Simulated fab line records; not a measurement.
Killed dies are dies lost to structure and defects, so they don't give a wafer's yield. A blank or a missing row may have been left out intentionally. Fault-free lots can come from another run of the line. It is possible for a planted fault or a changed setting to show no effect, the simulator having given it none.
The tool behind it: which one? || flow berkeley_cmos170 || Sampling: 14 lots, 42 wafers, 2 of 331 route steps

== WHAT THE GAUGES SHOWED, per wafer ==
No reading from a measuring or inspecting step in the record can be judged against a usual standard deviation.

== EACH LOT AND THE TOOL THAT RAN IT (in order: tool; ch and the chambers of the sampled wafers; start) ==
{"lot": "L787", "UCB170_M3_METAL_ETCH_18": "rie_metal-04 ch 0,1, day 9 09:19", "UCB170_M3_STRIP_19": "plasma_asher-03 ch 0,1, day 9 09:30"}
{"lot": "L786", "UCB170_M3_METAL_ETCH_18": "rie_metal-03 ch 0,1, day 9 10:28", "UCB170_M3_STRIP_19": "plasma_asher-01 ch 0,1, day 9 10:40"}
{"lot": "L788", "UCB170_M3_METAL_ETCH_18": "rie_metal-02 ch 0,1, day 9 15:13", "UCB170_M3_STRIP_19": "plasma_asher-03 ch 0,1, day 9 15:24"}
{"lot": "L789", "UCB170_M3_METAL_ETCH_18": "rie_metal-04 ch 0,1, day 9 21:00", "UCB170_M3_STRIP_19": "plasma_asher-03 ch 0,1, day 9 21:10"}
{"lot": "L790", "UCB170_M3_METAL_ETCH_18": "rie_metal-03 ch 0,1, day 10 00:11", "UCB170_M3_STRIP_19": "plasma_asher-02 ch 0,1, day 10 00:22"}
{"lot": "L794", "UCB170_M3_METAL_ETCH_18": "rie_metal-04 ch 0,1, day 10 14:19", "UCB170_M3_STRIP_19": "plasma_asher-03 ch 0,1, day 10 14:31"}
{"lot": "L796", "UCB170_M3_METAL_ETCH_18": "rie_metal-04 ch 0,1, day 11 02:44", "UCB170_M3_STRIP_19": "plasma_asher-01 ch 0,1, day 11 02:59"}
{"lot": "L799", "UCB170_M3_METAL_ETCH_18": "rie_metal-02 ch 0,1, day 11 11:35", "UCB170_M3_STRIP_19": "plasma_asher-02 ch 1, day 11 11:47"}
{"lot": "L800", "UCB170_M3_METAL_ETCH_18": "rie_metal-03 ch 1, day 11 21:37", "UCB170_M3_STRIP_19": "plasma_asher-01 ch 0, day 11 21:48"}
{"lot": "L806", "UCB170_M3_METAL_ETCH_18": "rie_metal-02 ch 0,1, day 12 18:48", "UCB170_M3_STRIP_19": "plasma_asher-01 ch 0,1, day 12 18:59"}
{"lot": "L805", "UCB170_M3_METAL_ETCH_18": "rie_metal-02 ch 0,1, day 12 22:36", "UCB170_M3_STRIP_19": "plasma_asher-02 ch 0,1, day 12 22:47"}
{"lot": "L807", "UCB170_M3_METAL_ETCH_18": "rie_metal-02 ch 0,1, day 13 14:05", "UCB170_M3_STRIP_19": "plasma_asher-03 ch 0,1, day 13 14:16"}
{"lot": "L809", "UCB170_M3_METAL_ETCH_18": "rie_metal-04 ch 0,1, day 13 22:49", "UCB170_M3_STRIP_19": "plasma_asher-03 ch 0,1, day 13 22:58"}
{"lot": "L808", "UCB170_M3_METAL_ETCH_18": "rie_metal-02 ch 0,1, day 14 03:49", "UCB170_M3_STRIP_19": "plasma_asher-02 ch 0,1, day 14 03:59"}
- UCB170_M3_METAL_ETCH_18: etches Al in Cl2/BCl3, stops on SiO2, target depth 1170 nm, time 195 s.
- UCB170_M3_STRIP_19: strips in O2.

== AS READ BY THE TOOLS THEMSELVES (means over the sampled wafers that have a number; for cases with no such wafer, the mark the record gives instead) ==
UCB170_M3_METAL_ETCH_18. Usual: bias_w 120.0 W, standard deviation 0.35; drypump_motor_current_A 5.7 A, standard deviation 0.47; mfc_cl2_sccm 90.01 sccm, standard deviation 0.29; oes_product_au 0.856 a.u., standard deviation 0.0097; throttle_valve_pct 24.39 %, standard deviation 0.23.
{"lot": "L787", "tool": "rie_metal-04", "bias_w (W)": 120.1, "drypump_motor_current_A (A)": 5.2, "mfc_cl2_sccm (sccm)": 90.11, "oes_product_au (a.u.)": 0.862, "throttle_valve_pct (%)": 24.19, "flag": ""}
{"lot": "L786", "tool": "rie_metal-03", "bias_w (W)": 120.1, "drypump_motor_current_A (A)": 5.6, "mfc_cl2_sccm (sccm)": 90.03, "oes_product_au (a.u.)": 0.866, "throttle_valve_pct (%)": 24.40, "flag": ""}
{"lot": "L788", "tool": "rie_metal-02", "bias_w (W)": 120.0, "drypump_motor_current_A (A)": 6.4, "mfc_cl2_sccm (sccm)": 90.16, "oes_product_au (a.u.)": 0.853, "throttle_valve_pct (%)": 24.46, "flag": ""}
{"lot": "L789", "tool": "rie_metal-04", "bias_w (W)": 119.8, "drypump_motor_current_A (A)": 5.2, "mfc_cl2_sccm (sccm)": 90.03, "oes_product_au (a.u.)": 0.862, "throttle_valve_pct (%)": 24.20, "flag": ""}
{"lot": "L790", "tool": "rie_metal-03", "bias_w (W)": 120.1, "drypump_motor_current_A (A)": 5.6, "mfc_cl2_sccm (sccm)": 89.98, "oes_product_au (a.u.)": 0.869, "throttle_valve_pct (%)": 24.41, "flag": ""}
{"lot": "L794", "tool": "rie_metal-04", "bias_w (W)": 119.9, "drypump_motor_current_A (A)": 5.4, "mfc_cl2_sccm (sccm)": 89.94, "oes_product_au (a.u.)": 0.847, "throttle_valve_pct (%)": 24.31, "flag": ""}
{"lot": "L796", "tool": "rie_metal-04", "bias_w (W)": 120.1, "drypump_motor_current_A (A)": 5.4, "mfc_cl2_sccm (sccm)": 89.94, "oes_product_au (a.u.)": 0.857, "throttle_valve_pct (%)": 24.31, "flag": ""}
{"lot": "L799", "tool": "rie_metal-02", "bias_w (W)": 119.9, "drypump_motor_current_A (A)": 6.2, "mfc_cl2_sccm (sccm)": 90.02, "oes_product_au (a.u.)": 0.854, "throttle_valve_pct (%)": 24.56, "flag": ""}
{"lot": "L800", "tool": "rie_metal-03", "bias_w (W)": 119.7, "drypump_motor_current_A (A)": 5.7, "mfc_cl2_sccm (sccm)": 90.48, "oes_product_au (a.u.)": 0.858, "throttle_valve_pct (%)": 24.57, "flag": ""}
{"lot": "L806", "tool": "rie_metal-02", "bias_w (W)": 120.2, "drypump_motor_current_A (A)": 6.2, "mfc_cl2_sccm (sccm)": 90.17, "oes_product_au (a.u.)": 0.842, "throttle_valve_pct (%)": 24.58, "flag": ""}
{"lot": "L805", "tool": "rie_metal-02", "bias_w (W)": 120.0, "drypump_motor_current_A (A)": 6.2, "mfc_cl2_sccm (sccm)": 89.90, "oes_product_au (a.u.)": 0.849, "throttle_valve_pct (%)": 24.56, "flag": ""}
{"lot": "L807", "tool": "rie_metal-02", "bias_w (W)": 120.0, "drypump_motor_current_A (A)": 6.2, "mfc_cl2_sccm (sccm)": 89.76, "oes_product_au (a.u.)": 0.849, "throttle_valve_pct (%)": 24.57, "flag": ""}
{"lot": "L809", "tool": "rie_metal-04", "bias_w (W)": 120.2, "drypump_motor_current_A (A)": 5.4, "mfc_cl2_sccm (sccm)": 90.13, "oes_product_au (a.u.)": 0.860, "throttle_valve_pct (%)": 24.29, "flag": ""}
{"lot": "L808", "tool": "rie_metal-02", "bias_w (W)": 119.9, "drypump_motor_current_A (A)": 6.2, "mfc_cl2_sccm (sccm)": 90.00, "oes_product_au (a.u.)": 0.842, "throttle_valve_pct (%)": 24.58, "flag": ""}

UCB170_M3_STRIP_19. Usual: drypump_motor_current_A 5.6 A, standard deviation 0.38; oes_product_au 0.547 a.u., standard deviation 0.014.
{"lot": "L787", "tool": "plasma_asher-03", "drypump_motor_current_A (A)": 5.4, "oes_product_au (a.u.)": 0.541, "flag": ""}
{"lot": "L786", "tool": "plasma_asher-01", "drypump_motor_current_A (A)": 6.1, "oes_product_au (a.u.)": 0.569, "flag": ""}
{"lot": "L788", "tool": "plasma_asher-03", "drypump_motor_current_A (A)": 5.4, "oes_product_au (a.u.)": 0.542, "flag": ""}
{"lot": "L789", "tool": "plasma_asher-03", "drypump_motor_current_A (A)": 5.3, "oes_product_au (a.u.)": 0.549, "flag": ""}
{"lot": "L790", "tool": "plasma_asher-02", "drypump_motor_current_A (A)": 5.6, "oes_product_au (a.u.)": 0.565, "flag": ""}
{"lot": "L794", "tool": "plasma_asher-03", "drypump_motor_current_A (A)": 5.3, "oes_product_au (a.u.)": 0.584, "flag": ""}
{"lot": "L796", "tool": "plasma_asher-01", "drypump_motor_current_A (A)": 5.8, "oes_product_au (a.u.)": 0.587, "flag": ""}
{"lot": "L799", "tool": "plasma_asher-02", "drypump_motor_current_A (A)": 5.4, "oes_product_au (a.u.)": 0.539, "flag": ""}
{"lot": "L800", "tool": "plasma_asher-01", "drypump_motor_current_A (A)": 5.6, "oes_product_au (a.u.)": 0.574, "flag": ""}
{"lot": "L806", "tool": "plasma_asher-01", "drypump_motor_current_A (A)": 6.1, "oes_product_au (a.u.)": 0.548, "flag": ""}
{"lot": "L805", "tool": "plasma_asher-02", "drypump_motor_current_A (A)": 5.9, "oes_product_au (a.u.)": 0.540, "flag": ""}
{"lot": "L807", "tool": "plasma_asher-03", "drypump_motor_current_A (A)": 5.3, "oes_product_au (a.u.)": 0.546, "flag": ""}
{"lot": "L809", "tool": "plasma_asher-03", "drypump_motor_current_A (A)": 5.4, "oes_product_au (a.u.)": 0.556, "flag": ""}
{"lot": "L808", "tool": "plasma_asher-02", "drypump_motor_current_A (A)": 5.9, "oes_product_au (a.u.)": 0.546, "flag": ""}

== THE ANSWER, worked out from the rows above alone ==
Rule: lot off if the mean of its wafers having a number is beyond 3 standard deviations from the usual mean. A lot without any number at a reading at which 4 lots or more have one is off too. Where the step has rows for the other lots, those lots are counted as sound. First the gauges in route order, then the tools' own readings, where a lot's mean is used as printed above. The first step at which some lot is off is used, and at that step the reading that is off furthest; a lot without a number counts as furthest.
Nothing can be told from this: no lot is off at any reading shown.

== WHAT HAD BEEN PUT IN BY THE SIMULATOR ==
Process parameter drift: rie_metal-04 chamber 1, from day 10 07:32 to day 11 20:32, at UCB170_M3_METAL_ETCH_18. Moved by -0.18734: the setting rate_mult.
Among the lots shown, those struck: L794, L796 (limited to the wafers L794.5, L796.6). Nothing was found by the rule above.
